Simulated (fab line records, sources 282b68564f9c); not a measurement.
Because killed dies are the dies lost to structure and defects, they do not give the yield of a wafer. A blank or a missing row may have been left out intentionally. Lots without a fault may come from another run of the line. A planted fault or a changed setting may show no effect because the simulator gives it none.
Comparing a struck lot with a sound one || flow ritCmos || 17 out of 202 route steps
Sound: the wafers L162.2, L162.4, L162.6. Struck: wafers L154.2, L154.4 (left out: L154.1, a lot-mate that was not struck); the cause follows at the end.
Order at every step that has rows: each side's tool, ch and its chambers, its first start. Under that, the readings that differ: sound wafers || struck wafers || difference of the means || sigmas: that difference in standard deviations of wafers without a fault.
alike: same words and numbers on both sides, and readings whose means sit less than 2 such deviations apart. not compared: any withheld reading, any reading some wafer has no value for, any bound like >300 that may hide the same value, and any number with overlapping values for which the record gives no deviation.
Wherever a step has rows on one side only, a row that says differs or no value, or a row with sigmas, the two part there. Numbers that don't overlap but have no deviation are shown without sigmas and don't part them. A reading that every wafer of one side lacks parts them only if that side has two wafers or more.

RIT_M1_SPUTTER_00: material Al, target thk 400 nm, time 500 s.
  struck on pvdSputter-04, day 5 11:49; sound on pvdSputter-01, day 7 11:02
  alike: throttleValvePct
RIT_M1_RS_MEAS_01: the measuring method here is four-point-probe.
  struck on filmMetro-04, day 5 12:07; sound on filmMetro-01, day 7 11:21
  alike: M1_AL_RS
RIT_M1_THK_MEAS_02: measures by xrf.
  struck on filmMetro-04, day 5 12:14; sound on filmMetro-01, day 7 11:28
  alike: M1_AL_THK
then, 6 steps without rows for these wafers: RIT_M1_HMDS_03 (prime time 60 s); RIT_M1_COAT_04 (resist thk 1300 nm); RIT_M1_SOFTBAKE_05 (time 60 s); RIT_M1_EXPOSE_06 (exposes mask M12, target cd 2600 nm); RIT_M1_PEB_07; RIT_M1_DEVELOP_08 (develop time 68 s).
RIT_M1_CD_MEAS_09: the cd target is 2600 nm.
  struck on cdSem-01, day 5 13:38; sound on cdSem-01, day 7 12:32
{"reading": "cdNm (nm)", "sound": "2598.2 2598.7 2598.5", "struck": "2584.9 2583.7", "difference": -14.2, "sigmas": -7}
  not compared: hold
RIT_M1_OVL_MEAS_10:
  struck on overlay-01, day 5 17:55; sound on overlay-01, day 7 12:38
{"reading": "hold", "sound": "- - -", "struck": "awaitDispo/4.2h/release awaitDispo/4.2h/release", "difference": "no value on the sound wafers", "sigmas": ""}
  alike: M1_OVL
then, 1 step without rows for these wafers: RIT_M1_HARDBAKE_11 (time 120 s).
RIT_M1_METAL_ETCH_12: etches Al in Cl2/BCl3, stops on SiO2, time 165 s, target depth 600 nm.
  sound on rieMetal-04 ch 0, day 7 12:55; struck on rieMetal-01 ch 0, day 5 18:12
{"reading": "rfFwdPowerW (W)", "sound": "249.9 250.3 249.5", "struck": "348.2 347.6", "difference": "+98.0", "sigmas": "+99 or more"}
{"reading": "model.NOVOLAK_of_M1_COAT_04.thkNm (nm)", "sound": "795.9 797 795.5", "struck": "667.6 664.3", "difference": -130.2, "sigmas": ""}
{"reading": "model.M1.cdNm (nm)", "sound": "2597 2598 2597", "struck": "2561 2561", "difference": -36, "sigmas": ""}
  alike: drypumpMotorCurrentA, heBacksideLeakSccm, mfcCl2Sccm, oesProductAu, throttleValvePct
  not compared: rfHoursCounterH, model.SiO2_of_CONTACT_CVD_00.thkNm
then, 1 step without rows for these wafers: RIT_M1_STRIP_13 (strips in nmp, time 600 s).
RIT_M1_STRIP_14: strips in O2, time 180 s.
  sound on plasmaAsher-02 ch 0,1, day 7 13:17; struck on plasmaAsher-03 ch 1, day 5 18:32
  alike: drypumpMotorCurrentA
  not compared: rfHoursCounterH
RIT_M1_CD_MEAS_90: the cd target is 2600 nm.
  struck on cdSem-01, day 5 19:00; sound on cdSem-02, day 7 13:28
{"reading": "cdNm (nm)", "sound": "2597.7 2598.1 2597.2", "struck": "2561.0 2561.3", "difference": -36.5, "sigmas": -13}
  not compared: hold
RIT_M1_PROBE_99:
  rows exist in the record for the struck wafers here (prober-01, day 6 02:48), but not for the sound ones

== WHERE THEY PART ==
At RIT_M1_CD_MEAS_09 first; at RIT_M1_PROBE_99 last (within this record only).

WHY: whatever the simulator had introduced
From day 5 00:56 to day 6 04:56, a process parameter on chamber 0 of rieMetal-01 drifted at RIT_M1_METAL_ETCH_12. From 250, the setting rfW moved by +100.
